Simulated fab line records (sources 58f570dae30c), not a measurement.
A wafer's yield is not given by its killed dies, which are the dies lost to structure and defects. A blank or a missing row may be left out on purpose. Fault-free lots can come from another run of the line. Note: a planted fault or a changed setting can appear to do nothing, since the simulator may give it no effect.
Check for tools in common ; flow berkeleyCmos170 ; Lots sampled 14, wafers sampled 42

== REASON FOR OPENING ==
Of 14 lots, 2 have the reading NSD_RS flagged at UCB170_SDANNEAL_RS_MEAS_03. Wafers without a fault read 37.22 ohm/sq, standard deviation 0.077.
Rule: a lot is flagged when every wafer of it that has a number lies more than 4 standard deviations from that mean, or none has a number. The rest of the lots are taken to be sound.

lot;measured;on;NSD_RS (ohm/sq), wafer by wafer;flag
L422;day 7 19:09;filmMetro-02;37.23 37.25 37.28;
L424;day 8 05:57;filmMetro-04;37.16 37.16 37.19;
L423;day 8 05:57;filmMetro-01;37.23 37.22 37.27;
L427;day 8 21:49;filmMetro-01;37.28 37.32 37.26;
L425;day 8 22:07;filmMetro-02;37.31 37.35 37.33;
L428;day 9 04:56;filmMetro-02;33.08 33.13 33.00;FLAGGED
L430;day 9 21:07;filmMetro-02;37.32 37.26 37.33;
L431;day 10 08:49;filmMetro-04;33.07 32.98 32.91;FLAGGED
L436;day 10 17:26;filmMetro-04;37.23 37.17 37.16;
L437;day 11 08:20;filmMetro-01;37.25 37.28 37.27;
L439;day 11 15:47;filmMetro-04;37.19 37.30 37.26;
L440;day 11 16:31;filmMetro-04;37.12 37.07 37.26;
L442;day 11 23:28;filmMetro-02;37.14 37.21 37.17;
L445;day 12 22:50;filmMetro-02;37.21 37.21 37.25;
The mean of the flagged lots' numbers is 33.03 ohm/sq, -4.19 ohm/sq from the usual (-54 standard deviations).

== TOOL THAT RAN EACH LOT ==
2 process steps preceding the reading are held in the record, out of 331 steps in the route. Cell contents, in order: the tool; ch with the chambers the sampled wafers went through; the start.
lot;flag;UCB170_NSD_IMPLANT_08;UCB170_NSD_STRIP_09
L422;;implanter-01 ch 0, day 7 17:36;plasmaAsher-03 ch 0,1, day 7 17:43
L424;;implanter-03 ch 0, day 8 04:19;plasmaAsher-04 ch 0,1, day 8 04:28
L423;;implanter-01 ch 0, day 8 04:29;plasmaAsher-02 ch 0,1, day 8 04:37
L427;;implanter-03 ch 0, day 8 20:10;plasmaAsher-03 ch 0,1, day 8 20:19
L425;;implanter-01 ch 0, day 8 20:38;plasmaAsher-02 ch 0,1, day 8 20:46
L428;FLAGGED;implanter-03 ch 0, day 9 03:29;plasmaAsher-04 ch 0,1, day 9 03:38
L430;;implanter-02 ch 0, day 9 19:11;plasmaAsher-04 ch 0,1, day 9 19:19
L431;FLAGGED;implanter-03 ch 0, day 10 07:22;plasmaAsher-04 ch 0,1, day 10 07:30
L436;;implanter-01 ch 0, day 10 12:52;plasmaAsher-03 ch 0,1, day 10 13:01
L437;;implanter-02 ch 0, day 11 06:28;plasmaAsher-03 ch 0,1, day 11 06:37
L439;;implanter-01 ch 0, day 11 14:08;plasmaAsher-03 ch 0,1, day 11 14:16
L440;;implanter-02 ch 0, day 11 14:52;plasmaAsher-03 ch 0,1, day 11 14:59
L442;;implanter-02 ch 0, day 11 21:46;plasmaAsher-03 ch 0,1, day 11 21:55
L445;;implanter-01 ch 0, day 12 21:21;plasmaAsher-03 ch 0,1, day 12 21:30
What these steps do:
- UCB170_NSD_IMPLANT_08
- UCB170_NSD_STRIP_09: strips in O2.
- UCB170_SDANNEAL_RS_MEAS_03: measures by four-point-probe.

== FLAGGED AGAINST TOTAL, ONE TOOL AT A TIME (gauges that did the reading follow at the end) ==
step;tool;lots run;flagged;share of the flagged lots;sound lots run after its first flagged lot
UCB170_NSD_IMPLANT_08;implanter-01;6;0;none;-
UCB170_NSD_IMPLANT_08;implanter-02;4;0;none;-
UCB170_NSD_IMPLANT_08;implanter-03;4;2;all;0
UCB170_NSD_STRIP_09;plasmaAsher-02;2;0;none;-
UCB170_NSD_STRIP_09;plasmaAsher-03;8;0;none;-
UCB170_NSD_STRIP_09;plasmaAsher-04;4;2;all;1 (L430)
UCB170_SDANNEAL_RS_MEAS_03;filmMetro-01;3;0;none;-
UCB170_SDANNEAL_RS_MEAS_03;filmMetro-02;6;1;some;3 (L430,L442,L445)
UCB170_SDANNEAL_RS_MEAS_03;filmMetro-04;5;1;some;3 (L436,L439,L440)

== WHAT THE TABLE ALLOWS ==
Every flagged lot went through 2 rows of the table: implanter-03 at UCB170_NSD_IMPLANT_08 and plasmaAsher-04 at UCB170_NSD_STRIP_09.
- implanter-03 at UCB170_NSD_IMPLANT_08: 2 of its 4 lots flagged. Last sound lot L427 at day 8 20:10, first flagged lot L428 at day 9 03:29; a fault beginning in between fits. Its own readings (beamOnS, endStationPressureTorr, faradayCurrentUA) fall more than 4 standard deviations out on all wafers of the flagged lots.
- plasmaAsher-04 at UCB170_NSD_STRIP_09: 2 of its 4 lots flagged. Lots that were sound ran on it after the first flagged one (L430); a persistent fault on the entire tool would not allow that. Its own readings (oesProductAu, stripTimeToEndpointS) fall more than 4 standard deviations out on all wafers of the flagged lots.
What remains is a single tool, implanter-03 at UCB170_NSD_IMPLANT_08.

== WHAT HAD BEEN PUT IN BY THE SIMULATOR ==
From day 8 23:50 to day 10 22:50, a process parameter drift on implanter-03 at UCB170_NSD_IMPLANT_08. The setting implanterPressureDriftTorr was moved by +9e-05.
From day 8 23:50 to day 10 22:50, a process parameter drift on implanter-03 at UCB170_NSD_IMPLANT_08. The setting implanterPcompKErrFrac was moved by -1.
Shown lots that were struck: L428, L431. Same finding as the rule above.
